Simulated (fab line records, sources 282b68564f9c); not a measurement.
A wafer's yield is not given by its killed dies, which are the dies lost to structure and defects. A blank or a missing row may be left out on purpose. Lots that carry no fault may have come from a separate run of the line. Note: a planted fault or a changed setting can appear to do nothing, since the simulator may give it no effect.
Split-lot experiment -- flow rit-cmos -- on a route of 202 steps: 5 lots, 23 wafers read

SPLIT DETAILS
At RIT_M1_COAT_04 (resist thk 1300 nm), the setting resist-thk-nm was moved away from the recipe's 1300 nm on 8 of the 23 wafers read, by -5.6% to -2.3%. This setting was run at the recipe's value on the other wafers.

FROM THE SPLIT TO THE READING: what the file shows between them, 2 steps
- RIT_M1_SOFTBAKE_05: time 60 s
- RIT_M1_EXPOSE_06: exposes mask M12, target cd 2600 nm

THE READING
NOVOLAK_of_M1_COAT_04.thk-nm (the simulator's own value, which no gauge read), in nm, at RIT_M1_HARDBAKE_11 (time 120 s). There is no usual value for it anywhere in the file. The 15 wafers here that ran the recipe average 1138 nm, standard deviation 5.3 nm.

wafer,"tool, chamber at the split","resist-thk-nm as run, nm",against the recipe,"NOVOLAK_of_M1_COAT_04.thk-nm, nm",against lot-mates on the recipe
L074.2,"litho-track-02, 0",1300,recipe,1147,-
L074.3,"litho-track-02, 0",1300,recipe,1145,-
L074.6,"litho-track-02, 0",1300,recipe,1145,-
L074.4,"litho-track-02, 0",1300,recipe,1143,-
L074.5,"litho-track-02, 0",1300,recipe,1142,-
L076.1,"litho-track-04, 0",1266,-2.6%,1105,-30
L076.3,"litho-track-04, 0",1300,recipe,1135,-
L076.4,"litho-track-04, 0",1300,recipe,1135,-
L076.5,"litho-track-04, 0",1266,-2.6%,1104,-31
L076.6,"litho-track-04, 0",1266,-2.6%,1106,-29
L078.2,"litho-track-02, 0",1300,recipe,1140,-
L078.4,"litho-track-02, 0",1300,recipe,1140,-
L078.6,"litho-track-02, 0",1300,recipe,1141,-
L082.1,"litho-track-04, 0",1270,-2.3%,1103,-28
L082.2,"litho-track-04, 0",1270,-2.3%,1104,-28
L082.4,"litho-track-04, 0",1270,-2.3%,1108,-24
L082.5,"litho-track-04, 0",1300,recipe,1131,-
L082.6,"litho-track-04, 0",1300,recipe,1132,-
L083.2,"litho-track-01, 0",1300,recipe,1134,-
L083.3,"litho-track-01, 0",1227,-5.6%,1073,-60
L083.5,"litho-track-01, 0",1227,-5.6%,1073,-60
L083.4,"litho-track-01, 0",1300,recipe,1133,-
L083.6,"litho-track-01, 0",1300,recipe,1132,-

THE FIT
A straight line over all 23 wafers: NOVOLAK_of_M1_COAT_04.thk-nm changes by +12.1 nm for each +1% of resist-thk-nm; r = +0.98; the points scatter about the line by 5 nm.
The same after taking each lot's own level away (the mean of its wafers on the recipe; 23 wafers): +10.9 nm for each +1%; r = +1.00; scatter 1.5 nm.
That fit puts the effect of the largest move of resist-thk-nm on the reading at 61 nm.
The lots' own levels span 1131.5 to 1144.4 nm, that is 2.5 times the standard deviation above.
So the lot-to-lot level changes the slope: the two fits differ.
Check: -62.3 nm against its lot-mates is what the line predicts for one of the wafers moved furthest among these (-5.6%) when that wafer is left out of the fit. It came out at -60 nm against them.

OTHER SPLITS ON THESE WAFERS
Other splits were also applied to these wafers ahead of the reading. Each is held against what the fit with the lots' levels taken away leaves over:
other split on the same wafers,wafers away from the commonest value,r with NOVOLAK_of_M1_COAT_04.thk-nm (lot level and that fit taken away)
RIT_PLDD_IMPLANT_08 dose-cm2,8,-0.21
RIT_SDANNEAL_RTA_03 time-s,8,-0.21
RIT_CONTACT_DEVELOP_07 develop-time-s,5,+0.00
RIT_CONTACT_ETCH_11 rf-w,11,+0.05

THE WHOLE CHAIN: every reading that the file lists as answering this split, in the file's order
step,what it does,reading,change (the file's fit),r (the file's)
RIT_M1_COAT_04,resist thk 1300 nm,"NOVOLAK_of_M1_COAT_04.thk-nm (the simulator's own value, which no gauge read)",+12.6 nm for each +1% of the setting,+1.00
RIT_M1_HARDBAKE_11,time 120 s,"NOVOLAK_of_M1_COAT_04.thk-nm (the simulator's own value, which no gauge read)",+10.8 nm for each +1% of the setting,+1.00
RIT_M1_METAL_ETCH_12,"etches Al in Cl2/BCl3, stops on SiO2, time 165 s, target depth 600 nm","NOVOLAK_of_M1_COAT_04.thk-nm (the simulator's own value, which no gauge read)","+11.5 nm for each +1% of the setting, in a fit together with rf-w@M1_METAL_ETCH_12",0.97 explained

THE FILE'S OWN FIT
NOVOLAK_of_M1_COAT_04.thk-nm changes by +10.8 nm for each +1% of resist-thk-nm, r = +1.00.
